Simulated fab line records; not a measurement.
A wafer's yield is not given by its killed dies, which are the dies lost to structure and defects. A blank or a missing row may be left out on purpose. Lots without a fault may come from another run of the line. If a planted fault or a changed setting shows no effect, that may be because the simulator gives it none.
fab line records	flow berkeleyCmos170
record: lots: 5	wafers: 23
route steps=331 shown START@3 NWELL@21 PWELL@48 ACTIVE@70 PFIELD@86 FIELD@90
startH: start of the lot's first displayed wafer, in hours after the record's first day	waitH: time in hours since the lot's previous step	" same as the row above	L1.1+2: a row that stands for several wafers	- no value, or no start was given	* or withheld: withheld	< > ~ a bound
route shown NAME@n: names a module that has steps shown in the file, with the first one's number in the route	usual: mean/standard deviation of fault-free wafers	same: alike in all rows	chamber/n: place in a boat	sites: per-site readings	_std_site: standard deviation of those values	_edge_site: outer sites' mean less inner sites'	radiusMm: for every site, how far away it sits from the centre of the wafer	mask NAME#n: copy n	behind: tool/chamber where the wafer was last shaped	hold: why the lot went on hold/how many hours it stayed there/how the hold came to an end	device: whichever transistor did not switch (one of n, p or np)	end of line: the same wafers' tests at the end of the route	a step without rows: its recipe alone	killed: at the first sort, the dies lost to defects and structure; wafer yield is something else	map: shows each die of a wafer: x if killed, . if not, _ if none is there
set.NAME: the setting that was run; set.NAME@STEP: the one run at that earlier step	model.NAME: the simulator's own value behind a step, which no gauge read
lots with deliberately changed settings; one table per step, one row per wafer
== steps ==
step: UCB170_START_OXIDATION_02
recipe: tempC: 950	ambient: O2	targetThkA: 200	oxTimeS: 1800
lot.wafer	tool	chamber	startH	waitH	set.tempC	model.SiO2_of_START_OXIDATION_02.thkNm
L076.3	furnace-03	0	22.96	2.8	950	19.82
L076.5	"	0	"	"	950	20.14
L076.6	"	0	"	"	950	20.03
L077.1	-	-	-	4.0	966.1	23.61
L077.2	"	-	"	"	966.1	24.08
L077.3	"	-	"	"	966.1	23.71
L077.5	"	-	"	"	966.1	23.95
L077.6	"	-	"	"	966.1	23.76
L078.1	-	-	-	4.1	931.6	16.98
L078.3	"	-	"	"	931.6	16.77
L078.4	"	-	"	"	931.6	16.78
L078.5	"	-	"	"	931.6	16.72
L078.6	"	-	"	"	931.6	16.92
L080.1	-	-	-	1.7	950	20.07
L080.2+5	"	-	"	"	950	20.13
L080.3	"	-	"	"	950	19.92
L080.4	"	-	"	"	950	19.91
L083.2	-	-	-	4.0	972.3	25.34
L083.3	"	-	"	"	972.3	25.21
L083.4	"	-	"	"	972.3	25.25
L083.5	"	-	"	"	972.3	25.03
L083.6	"	-	"	"	972.3	25.3
step: UCB170_START_THK_MEAS_03
recipe: reads: SiO2_of_START_OXIDATION_02
usual: START_OXIDE_THK: 20.2/0.34
lot.wafer	tool	chamber	startH	waitH	set.tempC@START_OXIDATION_02	START_OXIDE_THK[nm]
L076.3	filmMetro-04	-	24.48	0.0	950	19.8
L076.5	"	-	"	"	950	20.2
L076.6	"	-	"	"	950	20.0
L077.1	filmMetro-03	-	-	-	966.1	23.6
L077.2	"	-	"	"	966.1	24.1
L077.3	"	-	"	"	966.1	23.7
L077.5	"	-	"	"	966.1	24.0
L077.6	"	-	"	"	966.1	23.8
L078.1	filmMetro-02	-	-	-	931.6	17.0
L078.3	"	-	"	"	931.6	16.8
L078.4	"	-	"	"	931.6	16.8
L078.5	"	-	"	"	931.6	16.7
L078.6	"	-	"	"	931.6	16.9
L080.1	filmMetro-02	-	-	-	950	20.1
L080.2	"	-	"	"	950	20.1
L080.3	"	-	"	"	950	19.9
L080.4	"	-	"	"	950	19.9
L080.5	"	-	"	"	950	20.2
L083.2	filmMetro-02	-	-	-	972.3	25.3
L083.3	"	-	"	"	972.3	25.2
L083.4	"	-	"	"	972.3	25.3
L083.5	"	-	"	"	972.3	25.0
L083.6	"	-	"	"	972.3	25.3
step: UCB170_NWELL_COAT_07
recipe: resist: KrF	spinRpm: 1500	resistThkNm: 900
lot.wafer	tool	chamber	startH	waitH	set.resistThkNm	model.KrF_of_NWELL_COAT_07.thkNm
L076.3	lithoTrack-01	0	48.36	0.1	900	903.9
L076.5	"	0	"	"	900	903.6
L076.6	"	0	"	"	900	904.9
L077.1	lithoTrack-02	0	55.97	0.1	941.1	944.2
L077.2	"	0	"	"	941.1	942.2
L077.3	"	0	"	"	900	900.6
L077.5	"	0	"	"	900	901.6
L077.6	"	0	"	"	941.1	943.8
L078.1	lithoTrack-03	0	56.30	0.1	925.3	928
L078.3	"	0	"	"	900	904.3
L078.4	"	0	"	"	900	904.5
L078.5	"	0	"	"	925.3	928.8
L078.6	"	0	"	"	925.3	927.6
L080.1	lithoTrack-01	0	64.17	0.1	939.5	942.7
L080.2	"	0	"	"	900	903.8
L080.3	"	0	"	"	939.5	942.6
L080.4	"	0	"	"	939.5	943.6
L080.5	"	0	"	"	900	902.8
L083.2+6	lithoTrack-03	0	75.50	0.1	876.9	877.7
L083.3	"	0	"	"	876.9	877
L083.4	"	0	"	"	900	902.7
L083.5	"	0	"	"	900	901.3
step: UCB170_NWELL_SOFTBAKE_08
recipe: resist: KrF	tempC: 130	timeS: 60
step: UCB170_NWELL_EXPOSE_09
recipe: maskId: NWELL	targetCdNm: 3000	na: 0.5	sigmaOuter: 0.6	sourceShape: conventional	doseMj: 25
step: UCB170_NWELL_DEVELOP_11
recipe: developer: TMAH	developTimeS: 45	resist: KrF	devTempC: 21
step: UCB170_NWELL_ETCH_13
recipe: chemistry: CH3F/Ar/O2	target: Si3N4	stopOn: SiO2	CH3F_flow_sccm: 20	Ar_flow_sccm: 50	O2_flow_sccm: 7	pressureMtorr: 50	rfW: 450	targetDepthA: 2464	overEtchFrac: 0.1	timeS: 154
lot.wafer	tool	chamber	startH	waitH	set.resistThkNm@NWELL_COAT_07	model.KrF_of_NWELL_COAT_07.thkNm
L076.3	rieDiel-02	1	49.04	0.0	900	729.8
L076.5	"	2	"	"	900	720.9
L076.6	"	1	"	"	900	729.4
L077.1	rieDiel-04	0	56.69	0.0	941.1	767.1
L077.2	"	3	"	"	941.1	762.4
L077.3	"	1	"	"	900	718.8
L077.5	"	3	"	"	900	722.3
L077.6	"	2	"	"	941.1	762.2
L078.1	rieDiel-01	2	57.02	0.0	925.3	747.6
L078.3	"	0	"	"	900	721
L078.4	"	1	"	"	900	724.4
L078.5	"	1	"	"	925.3	750.4
L078.6	"	0	"	"	925.3	743.3
L080.1	rieDiel-02	1	64.90	0.0	939.5	767.6
L080.2	"	2	"	"	900	719.6
L080.3	"	3	"	"	939.5	768
L080.4	"	0	"	"	939.5	762.9
L080.5	"	3	"	"	900	727.9
L083.2	rieDiel-02	2	76.32	0.0	876.9	693.8
L083.3	"	3	"	"	876.9	702
L083.4	"	1	"	"	900	726.6
L083.5	"	2	"	"	900	717.1
L083.6	"	1	"	"	876.9	703
step: UCB170_NWELL_IMPLANT_14
recipe: species: P	doseCm2: 1e+13	energyKev: 150	tiltDeg: 7
lot.wafer	tool	chamber	startH	waitH	set.doseCm2
L076.3+5+6	implanter-01	0	49.19	0.1	1e+13
L077.1+3+6	implanter-04	0	56.79	0.1	1e+13
L077.2+5	"	0	"	"	9.479e+12
L078.1+5	implanter-02	0	57.13	0.1	1e+13
L078.3+4+6	"	0	"	"	9.698e+12
L080.1+2+5	implanter-04	0	65.00	0.1	1.031e+13
L080.3+4	"	0	"	"	1e+13
L083.2+5+6	implanter-01	0	76.45	0.1	1.034e+13
L083.3+4	"	0	"	"	1e+13
step: UCB170_NWELL_STRIP_15
recipe: chemistry: O2	powerW: 400	pressureMtorr: 3500	platenTempC: withheld	o2FlowSccm: 400	overashFraction: 0.5
usual: stripTimeToEndpointS: 18.02/0.1
lot.wafer	tool	chamber	startH	waitH	set.resistThkNm@NWELL_COAT_07	stripTimeToEndpointS
L076.3	plasmaAsher-04	1	49.32	0.1	900	18.21
L076.5	"	0	"	"	900	18.00
L076.6	"	1	"	"	900	18.22
L077.1	plasmaAsher-03	1	56.94	0.1	941.1	19.12
L077.2	"	0	"	"	941.1	19.00
L077.3	"	1	"	"	900	17.94
L077.5	"	0	"	"	900	18.04
L077.6	"	1	"	"	941.1	18.99
L078.1	plasmaAsher-02	1	57.28	0.1	925.3	18.63
L078.3	"	1	"	"	900	18.00
L078.4	"	0	"	"	900	18.09
L078.5	"	0	"	"	925.3	18.70
L078.6	"	1	"	"	925.3	18.53
L080.1	plasmaAsher-04	1	65.15	0.1	939.5	19.13
L080.2	"	0	"	"	900	17.97
L080.3	"	1	"	"	939.5	19.12
L080.4	"	0	"	"	939.5	19.01
L080.5	"	0	"	"	900	18.17
L083.2	plasmaAsher-04	0	76.58	0.1	876.9	17.35
L083.3	"	1	"	"	876.9	17.56
L083.4	"	0	"	"	900	18.14
L083.5	"	0	"	"	900	17.92
L083.6	"	1	"	"	876.9	17.56
step: UCB170_PWELL_ETCH_14
recipe: chemistry: CH3F/Ar/O2	target: Si3N4	stopOn: SiO2	CH3F_flow_sccm: 20	Ar_flow_sccm: 50	O2_flow_sccm: 7	pressureMtorr: 50	rfW: 450	targetDepthA: 2420	overEtchFrac: 0.1	timeS: 151
lot.wafer	tool	chamber	startH	waitH	set.timeS	model.KrF_of_PWELL_COAT_08.thkNm
L076.3	rieDiel-03	3	66.97	0.0	151	724.9
L076.5	"	1	"	"	151	727.3
L076.6	"	0	"	"	151	724.4
L077.1	rieDiel-03	2	72.67	0.0	151	724.7
L077.2	"	3	"	"	172.9	700.5
L077.3	"	1	"	"	151	729.6
L077.5	"	0	"	"	172.9	703.2
L077.6	"	1	"	"	172.9	710.6
L078.1	rieDiel-02	0	72.92	0.0	151	727.8
L078.3	"	1	"	"	151	730.6
L078.4	"	3	"	"	131.7	749.2
L078.5	"	3	"	"	131.7	749.5
L078.6	"	0	"	"	151	723.7
L080.1	rieDiel-02	0	80.88	0.0	132.5	738.6
L080.2	"	1	"	"	151	722.7
L080.3	"	3	"	"	132.5	741.5
L080.4	"	2	"	"	151	713
L080.5	"	0	"	"	151	720
L083.2	rieDiel-01	1	94.50	0.0	151	727.9
L083.3	"	2	"	"	163.9	712.7
L083.4	"	3	"	"	163.9	708.5
L083.5	"	2	"	"	151	724.4
L083.6	"	3	"	"	163.9	711.8
step: UCB170_PWELL_IMPLANT_15
recipe: species: B	doseCm2: 5e+12	energyKev: 60	tiltDeg: 7
lot.wafer	tool	chamber	startH	waitH	set.energyKev
L076.3+5+6	implanter-01	0	67.12	0.1	60
L077.1+6	implanter-03	0	72.78	0.1	57.66
L077.2+3+5	"	0	"	"	60
L078.1+3+4+5+6	implanter-04	0	73.02	0.1	60
L080.1+2+3+4+5	implanter-03	0	80.98	0.1	60
L083.2+3+4+5+6	implanter-04	0	94.63	0.1	60
step: UCB170_PWELL_STRIP_16
recipe: chemistry: O2	powerW: 400	pressureMtorr: 3500	platenTempC: withheld	o2FlowSccm: 400	overashFraction: 0.5
usual: stripTimeToEndpointS: 18.08/0.1
lot.wafer	tool	chamber	startH	waitH	set.timeS@PWELL_ETCH_14	stripTimeToEndpointS
L076.3	plasmaAsher-04	0	67.25	0.1	151	18.10
L076.5	"	1	"	"	151	18.13
L076.6	"	0	"	"	151	18.08
L077.1	plasmaAsher-01	0	72.93	0.1	151	18.10
L077.2	"	1	"	"	172.9	17.52
L077.3	"	1	"	"	151	18.22
L077.5	"	1	"	"	172.9	17.60
L077.6	"	0	"	"	172.9	17.76
L078.1	plasmaAsher-04	0	73.17	0.1	151	18.18
L078.3	"	0	"	"	151	18.24
L078.4	"	1	"	"	131.7	18.68
L078.5	"	0	"	"	131.7	18.69
L078.6	"	1	"	"	151	18.07
L080.1	plasmaAsher-01	0	81.13	0.1	132.5	18.41
L080.2	"	1	"	"	151	18.03
L080.3	"	1	"	"	132.5	18.50
L080.4	"	0	"	"	151	17.81
L080.5	"	1	"	"	151	17.97
L083.2	plasmaAsher-04	1	94.75	0.1	151	18.16
L083.3	"	0	"	"	163.9	17.80
L083.4	"	1	"	"	163.9	17.71
L083.5	"	1	"	"	151	18.08
L083.6	"	0	"	"	163.9	17.78
step: UCB170_ACTIVE_EXPOSE_10
recipe: maskId: ACTIVE	targetCdNm: 1200	na: 0.5	sigmaOuter: 0.6	sourceShape: conventional	doseMj: 20
lot.wafer	tool	chamber	startH	waitH	mask	set.doseMj
L076.3+5+6	krfScanner-02	0	92.56	0.2	ACTIVE#0	20
L077.1+5	krfScanner-02	0	100.25	0.1	ACTIVE#0	21.29
L077.2+3+6	"	0	"	"	ACTIVE#0	20
L080.1+2+3+4+5	krfScanner-01	0	105.28	0.2	ACTIVE#0	20
L078.1+3+4+5+6	krfScanner-01	0	105.40	0.4	ACTIVE#0	20
L083.2+3+5	krfScanner-01	0	129.38	0.4	ACTIVE#0	20
L083.4+6	"	0	"	"	ACTIVE#0	19.26
step: UCB170_ACTIVE_PEB_11
recipe: pebTempC: 130	pebTimeS: withheld	resist: KrF
lot.wafer	tool	chamber	startH	waitH	set.pebTempC
L076.3+5+6	lithoTrack-02	0	92.69	0.1	130
L077.1+3+6	lithoTrack-04	0	100.37	0.1	130
L077.2+5	"	0	"	"	128.4
L080.1+2+3+4+5	lithoTrack-01	0	105.60	0.3	130
L078.1+3+5	lithoTrack-02	0	105.78	0.4	130
L078.4+6	"	0	"	"	127
L083.2+3+4+5+6	lithoTrack-04	0	129.50	0.1	130
step: UCB170_ACTIVE_DEVELOP_12
recipe: developer: TMAH	developTimeS: 45	resist: KrF	devTempC: 21
step: UCB170_ACTIVE_CD_MEAS_13
recipe: targetCdNm: 1200
usual: cdNm: 1199.5/1.3
lot.wafer	tool	chamber	startH	waitH	set.doseMj@ACTIVE_EXPOSE_10	set.pebTempC@ACTIVE_PEB_11	cdNm
L076.3	cdSem-01	-	92.96	-	20	130	1199.8
L076.5	"	-	"	"	20	130	1199.1
L076.6	"	-	"	"	20	130	1200.3
L077.1	cdSem-02	-	100.65	-	21.29	130	1189.2
L077.2	"	-	"	"	20	128.4	1211.5
L077.3	"	-	"	"	20	130	1198.3
L077.5	"	-	"	"	21.29	128.4	1199.1
L077.6	"	-	"	"	20	130	1199.0
L080.1	cdSem-01	-	105.90	-	20	130	1198.0
L080.2	"	-	"	"	20	130	1198.0
L080.3	"	-	"	"	20	130	1197.7
L080.4	"	-	"	"	20	130	1198.1
L080.5	"	-	"	"	20	130	1197.4
L078.1	cdSem-02	-	106.05	-	20	130	1198.0
L078.3	"	-	"	"	20	130	1198.9
L078.4	"	-	"	"	20	127	1222.6
L078.5	"	-	"	"	20	130	1199.6
L078.6	"	-	"	"	20	127	1222.3
L083.2	cdSem-02	-	129.77	-	20	130	1199.0
L083.3	"	-	"	"	20	130	1198.4
L083.4	"	-	"	"	19.26	130	1205.1
L083.5	"	-	"	"	20	130	1200.6
L083.6	"	-	"	"	19.26	130	1205.3
step: UCB170_ACTIVE_ETCH_15
recipe: chemistry: CH3F/Ar/O2	target: Si3N4	stopOn: SiO2	CH3F_flow_sccm: 20	Ar_flow_sccm: 50	O2_flow_sccm: 7	pressureMtorr: 50	rfW: 450	targetDepthA: 2420	overEtchFrac: 0.1	timeS: 151
lot.wafer	tool	chamber	startH	waitH	set.doseMj@ACTIVE_EXPOSE_10	set.pebTempC@ACTIVE_PEB_11	model.ACTIVE.cdNm
L076.3+6	rieDiel-03	1,2	93.07	0.0	20	130	1200
L076.5	"	0	"	"	20	130	1199
L077.1	rieDiel-03	3	100.80	0.0	21.29	130	1189
L077.2	"	1	"	"	20	128.4	1211
L077.3+6	"	2,3	"	"	20	130	1199
L077.5	"	0	"	"	21.29	128.4	1199
L080.1+2+3+4+5	rieDiel-04	0,1,2,3,2	106.06	0.0	20	130	1198
L078.1	rieDiel-02	1	106.21	0.0	20	130	1199
L078.3	"	0	"	"	20	130	1198
L078.4+6	"	2	"	"	20	127	1222
L078.5	"	3	"	"	20	130	1200
L083.2+3	rieDiel-04	1,2	129.91	0.0	20	130	1199
L083.4	"	0	"	"	19.26	130	1205
L083.5	"	1	"	"	20	130	1201
L083.6	"	2	"	"	19.26	130	1206
step: UCB170_ACTIVE_STRIP_16
recipe: chemistry: O2	powerW: 400	pressureMtorr: 3500	platenTempC: withheld	o2FlowSccm: 400	overashFraction: 0.5
step: UCB170_ACTIVE_CD_MEAS_90
recipe: targetCdNm: 1200
usual: cdNm: 1199.7/1.2
lot.wafer	tool	chamber	startH	waitH	set.doseMj@ACTIVE_EXPOSE_10	set.pebTempC@ACTIVE_PEB_11	cdNm
L076.3	cdSem-02	-	93.31	0.1	20	130	1199.8
L076.5	"	-	"	"	20	130	1199.4
L076.6	"	-	"	"	20	130	1200.2
L077.1	cdSem-01	-	101.00	0.1	21.29	130	1189.4
L077.2	"	-	"	"	20	128.4	1211.5
L077.3	"	-	"	"	20	130	1198.4
L077.5	"	-	"	"	21.29	128.4	1199.4
L077.6	"	-	"	"	20	130	1199.3
L080.1	cdSem-02	-	106.26	0.1	20	130	1198.2
L080.2	"	-	"	"	20	130	1198.3
L080.3	"	-	"	"	20	130	1198.2
L080.4	"	-	"	"	20	130	1198.4
L080.5	"	-	"	"	20	130	1198.0
L078.1	cdSem-01	-	106.45	0.1	20	130	1199.0
L078.3	"	-	"	"	20	130	1198.3
L078.4	"	-	"	"	20	127	1222.0
L078.5	"	-	"	"	20	130	1199.6
L078.6	"	-	"	"	20	127	1221.9
L083.2	cdSem-02	-	130.13	0.1	20	130	1198.7
L083.3	"	-	"	"	20	130	1199.3
L083.4	"	-	"	"	19.26	130	1205.4
L083.5	"	-	"	"	20	130	1200.6
L083.6	"	-	"	"	19.26	130	1206.0
step: UCB170_PFIELD_IMPLANT_07
recipe: species: B	doseCm2: 2e+13	energyKev: 80	tiltDeg: 7
lot.wafer	tool	chamber	startH	waitH	set.energyKev	model.implant.rpNm	model.implant.drpNm
L076.3+5+6	implanter-03	0	97.22	0.1	80	265.9	74.86
L077.1+3+5	implanter-01	0	102.66	0.0	83.7	275.9	76.45
L077.2+6	"	0	"	"	80	265.7	74.86
L080.1+2+3	implanter-01	0	108.26	0.0	80	259.7	74.86
L080.4+5	"	0	"	"	76	249.4	73.01
L078.1+4+5	implanter-02	0	108.54	0.0	80	268.9	74.86
L078.3+6	"	0	"	"	76.15	258.6	73.08
L083.2+3+4	implanter-02	0	132.12	0.0	80	266.1	74.86
L083.5+6	"	0	"	"	77.49	259.4	73.71
step: UCB170_FIELD_OXIDATION_01
recipe: tempC: 1000	ambient: H2O	pH2oTorr: 584.62	targetThkA: 5583	oxTimeS: 7200
lot.wafer	tool	chamber	startH	waitH	set.tempC	model.SiO2_of_FIELD_OXIDATION_01.thkNm
L076.3	furnace-01	0	100.63	3.1	1000	556
L076.5	"	0	"	"	1000	544.2
L076.6	"	0	"	"	1000	558.3
L077.1	-	-	-	1.8	974	457.5
L077.2	"	-	"	"	974	455.6
L077.3	"	-	"	"	974	457
L077.5	"	-	"	"	974	448.8
L077.6	"	-	"	"	974	452.9
L078.1	-	-	-	4.0	1015	603.1
L078.3	"	-	"	"	1015	601.4
L078.4	"	-	"	"	1015	592.5
L078.5	"	-	"	"	1015	599.8
L078.6	"	-	"	"	1015	594.2
L080.1	-	-	-	4.3	980.7	495.2
L080.2	"	-	"	"	980.7	489
L080.3	"	-	"	"	980.7	505
L080.4	"	-	"	"	980.7	490.4
L080.5	"	-	"	"	980.7	487.5
L083.2	-	-	-	1.7	980.2	479.3
L083.3	"	-	"	"	980.2	479.4
L083.4	"	-	"	"	980.2	483.9
L083.5	"	-	"	"	980.2	478.8
L083.6	"	-	"	"	980.2	479.1
step: UCB170_FIELD_THK_MEAS_02
recipe: reads: SiO2_of_FIELD_OXIDATION_01
usual: FIELD_OXIDE_THK: 552/6.7
lot.wafer	tool	chamber	startH	waitH	set.tempC@FIELD_OXIDATION_01	FIELD_OXIDE_THK[nm]
L076.3	filmMetro-01	-	103.65	0.0	1000	556
L076.5	"	-	"	"	1000	545
L076.6	"	-	"	"	1000	558
L077.1	filmMetro-02	-	-	-	974	457
L077.2	"	-	"	"	974	456
L077.3	"	-	"	"	974	457
L077.5	"	-	"	"	974	449
L077.6	"	-	"	"	974	453
L078.1	filmMetro-04	-	-	-	1015	603
L078.3	"	-	"	"	1015	601
L078.4	"	-	"	"	1015	592
L078.5	"	-	"	"	1015	600
L078.6	"	-	"	"	1015	594
L080.1	filmMetro-01	-	-	-	980.7	495
L080.2	"	-	"	"	980.7	489
L080.3	"	-	"	"	980.7	505
L080.4	"	-	"	"	980.7	490
L080.5	"	-	"	"	980.7	487
L083.2	filmMetro-04	-	-	-	980.2	480
L083.3	"	-	"	"	980.2	479
L083.4	"	-	"	"	980.2	484
L083.5	"	-	"	"	980.2	479
L083.6	"	-	"	"	980.2	479
step: UCB170_FIELD_ANNEAL_03
recipe: tempC: 1000	timeS: 1200	ambient: N2
step: UCB170_FIELD_WET_ETCH_04
recipe: chemistry: dHF	dilution: 10:1	target: SiO2	tempC: 25	timeS: 60
step: UCB170_FIELD_WET_ETCH_05
recipe: chemistry: H3PO4	target: Si3N4	tempC: 160	timeS: 12600
step: UCB170_FIELD_WET_ETCH_06
recipe: chemistry: BOE	dilution: 5:1	target: SiO2	tempC: 25	timeS: 22
step: UCB170_FIELD_THK_MEAS_90
recipe: reads: SiO2_of_FIELD_OXIDATION_01
usual: FIELD_OXIDE_LEFT_1_THK: 435/6.7
lot.wafer	tool	chamber	startH	waitH	set.tempC@FIELD_OXIDATION_01	FIELD_OXIDE_LEFT_1_THK[nm]
L076.3	filmMetro-01	-	112.58	0.0	1000	441
L076.5	"	-	"	"	1000	430
L076.6	"	-	"	"	1000	444
L077.1	filmMetro-04	-	117.66	0.0	974	340
L077.2	"	-	"	"	974	339
L077.3	"	-	"	"	974	340
L077.5	"	-	"	"	974	332
L077.6	"	-	"	"	974	336
L080.1	filmMetro-04	-	123.08	0.0	980.7	378
L080.2	"	-	"	"	980.7	371
L080.3	"	-	"	"	980.7	387
L080.4	"	-	"	"	980.7	373
L080.5	"	-	"	"	980.7	370
L078.1	filmMetro-02	-	123.10	0.0	1015	487
L078.3	"	-	"	"	1015	484
L078.4	"	-	"	"	1015	475
L078.5	"	-	"	"	1015	483
L078.6	"	-	"	"	1015	478
L083.2	filmMetro-01	-	144.80	0.1	980.2	363
L083.3	"	-	"	"	980.2	363
L083.4	"	-	"	"	980.2	368
L083.5	"	-	"	"	980.2	363
L083.6	"	-	"	"	980.2	363
== key ==
split: step: UCB170_START_OXIDATION_02	setting: tempC	stated: 950	by: lot
response: step: UCB170_START_OXIDATION_02	reading: model.SiO2_of_START_OXIDATION_02.thkNm	change: +1.98	per: 1%	r: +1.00
response: step: UCB170_START_THK_MEAS_03	reading: START_OXIDE_THK	change: +1.99	per: 1%	r: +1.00
split: step: UCB170_NWELL_COAT_07	setting: resistThkNm	stated: 900	by: wafer
response: step: UCB170_NWELL_COAT_07	reading: model.KrF_of_NWELL_COAT_07.thkNm	change: +9.1	per: 1%	r: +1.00
response: step: UCB170_NWELL_ETCH_13	reading: model.KrF_of_NWELL_COAT_07.thkNm	change: +9.34	per: 1%	r: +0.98
response: step: UCB170_NWELL_STRIP_15	reading: stripTimeToEndpointS	change: *	per: 1%	r: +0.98
split: step: UCB170_NWELL_IMPLANT_14	setting: doseCm2	stated: 1e+13	by: wafer
response none clear
split: step: UCB170_PWELL_ETCH_14	setting: timeS	stated: 151	by: wafer
response: step: UCB170_PWELL_ETCH_14	reading: model.KrF_of_PWELL_COAT_08.thkNm	change: -1.67	per: 1%	r: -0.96
response: step: UCB170_PWELL_STRIP_16	reading: stripTimeToEndpointS	change: *	per: 1%	r: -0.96
split: step: UCB170_PWELL_IMPLANT_15	setting: energyKev	stated: 60	by: wafer
response none clear
split: step: UCB170_ACTIVE_EXPOSE_10	setting: doseMj	stated: 20	by: wafer
response: step: UCB170_ACTIVE_CD_MEAS_13	reading: cdNm	slope: -1.66	per: 1%	togetherWith: pebTempC@ACTIVE_PEB_11	explained: 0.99
response: step: UCB170_ACTIVE_ETCH_15	reading: model.ACTIVE.cdNm	slope: -1.65	per: 1%	togetherWith: pebTempC@ACTIVE_PEB_11	explained: 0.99
response: step: UCB170_ACTIVE_CD_MEAS_90	reading: cdNm	slope: -1.66	per: 1%	togetherWith: pebTempC@ACTIVE_PEB_11	explained: 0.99
split: step: UCB170_ACTIVE_PEB_11	setting: pebTempC	stated: 130	by: wafer
response: step: UCB170_ACTIVE_CD_MEAS_13	reading: cdNm	change: -9.73	per: 1%	r: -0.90
response: step: UCB170_ACTIVE_ETCH_15	reading: model.ACTIVE.cdNm	change: -9.53	per: 1%	r: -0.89
response: step: UCB170_ACTIVE_CD_MEAS_90	reading: cdNm	change: -9.51	per: 1%	r: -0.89
split: step: UCB170_PFIELD_IMPLANT_07	setting: energyKev	stated: 80	by: wafer
response: step: UCB170_PFIELD_IMPLANT_07	reading: model.implant.rpNm	change: +2.13	per: 1%	r: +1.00
response: step: UCB170_PFIELD_IMPLANT_07	reading: model.implant.drpNm	change: +0.363	per: 1%	r: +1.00
split: step: UCB170_FIELD_OXIDATION_01	setting: tempC	stated: 1000	by: lot
response: step: UCB170_FIELD_OXIDATION_01	reading: model.SiO2_of_FIELD_OXIDATION_01.thkNm	change: +34	per: 1%	r: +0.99
response: step: UCB170_FIELD_THK_MEAS_02	reading: FIELD_OXIDE_THK	change: +34	per: 1%	r: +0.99
response: step: UCB170_FIELD_THK_MEAS_90	reading: FIELD_OXIDE_LEFT_1_THK	change: +34.2	per: 1%	r: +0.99
